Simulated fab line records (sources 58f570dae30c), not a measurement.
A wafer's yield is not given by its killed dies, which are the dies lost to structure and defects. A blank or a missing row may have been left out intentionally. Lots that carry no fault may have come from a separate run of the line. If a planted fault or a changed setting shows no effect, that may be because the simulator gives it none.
Code-filled problem report in 8D (eight disciplines) form / flow berkeleyCmos170 / the parts of the form that need people (team, actions taken, sign-off) are left out

1. PROBLEM STATEMENT
Wafers free of any fault read 219.5 nm (standard deviation 2.1) for PWELL_NITRIDE_THK at UCB170_PWELL_THK_MEAS_06, against a mean of 161.4 nm on 6 wafers of 2 lots. That is -28 standard deviations from the usual mean.
First seen on wafer L480.1, day 6 04:45, on filmMetro-03. Wafers with a number at this step in the record: 42, from 14 lots. By rule, "out" or "out of limits" means more than 4 standard deviations away from the usual mean. All remaining wafers that have a number are taken as sound.

2. WHAT IT IS, WHAT IT ISN'T
question=which readings at this step; is=PWELL_NITRIDE_THK; is not=-
question=which lots; is=L480, L481; is not=L465, L468, L469, L470, L471, L473, L474, L475, L476, L477, L478, L479
question=which wafers of those lots; is=all that have a number; is not=-
question=read on which gauges; is=filmMetro-01, filmMetro-03; is not=filmMetro-02
question=when; is=from day 6 04:45; is not=up to then (36 sound wafers)

3. WHAT RULES OUT EACH SUSPECT
Counting: a tool at any process step up to the reading remains a suspect when it ran all the lots that are out and ran no sound lot after the first of those.
- the gauge at UCB170_PWELL_THK_MEAS_06 is ruled out. 2 gauges (filmMetro-01, filmMetro-03) read the wafers that are out.
- rieDiel-02 at UCB170_ZERO_ETCH_06 (etches SiO2 in CHF3/CF4/Ar, time 12 s): kept. It processed each lot that is out, first L480 at day 5 00:22, and no sound lot thereafter; up to then, the last sound lot it processed was L474 at day 4 02:24.
- lpcvd-01 at UCB170_PWELL_CVD_05 (deposits Si3N4 from SiH2Cl2/NH3, target thk 220 nm, time 3300 s): kept. It processed each lot that is out, first L480 at day 6 02:50, and no sound lot thereafter; up to then, the last sound lot it processed was L478 at day 5 21:25.
After counting, rieDiel-02 at UCB170_ZERO_ETCH_06 and lpcvd-01 at UCB170_PWELL_CVD_05 remain.

4. THE CAUSE (what the simulator had put in)
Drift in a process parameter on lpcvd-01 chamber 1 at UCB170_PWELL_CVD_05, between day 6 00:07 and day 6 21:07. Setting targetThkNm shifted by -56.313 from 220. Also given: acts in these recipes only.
Of the 2 suspects that counting leaves, this tool is one.

5. SEQUENCE OF EFFECTS, ordered by route
One row per reading whose mean, taken over the struck wafers that have a number, lies over 3 standard deviations from the usual. Only readings for which the record gives a usual standard deviation are gone through. hours: the time from each lot's start at the first step in this table that gives one to its start at this step, as a median over the lots. sigmas: the change in usual standard deviations.
hours=0; step=UCB170_PWELL_THK_MEAS_06; reading=PWELL_NITRIDE_THK; usual=219.5 nm; on struck wafers=161.4; change=-58.1; sigmas=-28
hours=5; step=UCB170_PWELL_ETCH_14; reading=oesProductAu; usual=0.940 a.u.; on struck wafers=0.793; change=-0.147; sigmas=-7.4
The process steps in it:
- UCB170_PWELL_ETCH_14: etches Si3N4 in CH3F/Ar/O2, stops on SiO2, target depth 242 nm, time 151 s.
Later steps that measure or inspect, where all struck wafers having a row at the step show a number for every such reading and not one has moved that far: UCB170_ACTIVE_CD_MEAS_90.

6. HOW IT WOULD HAVE BEEN CAUGHT EARLIER
Counted from the fault's start at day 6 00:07, it took 5 hours until the first out-of-limits reading at a measuring or inspecting step in this record, taken at day 6 04:45.
Of the tool readings at UCB170_PWELL_CVD_05 for which the record gives a usual standard deviation, none was out on any struck wafer, so an alarm limit of 4 standard deviations on them would not have fired.
By day 6 04:45 the whole set of lots that are out, 2 in number, had already begun UCB170_PWELL_CVD_05 on lpcvd-01. A hold on the tool at that time would have spared none of them.
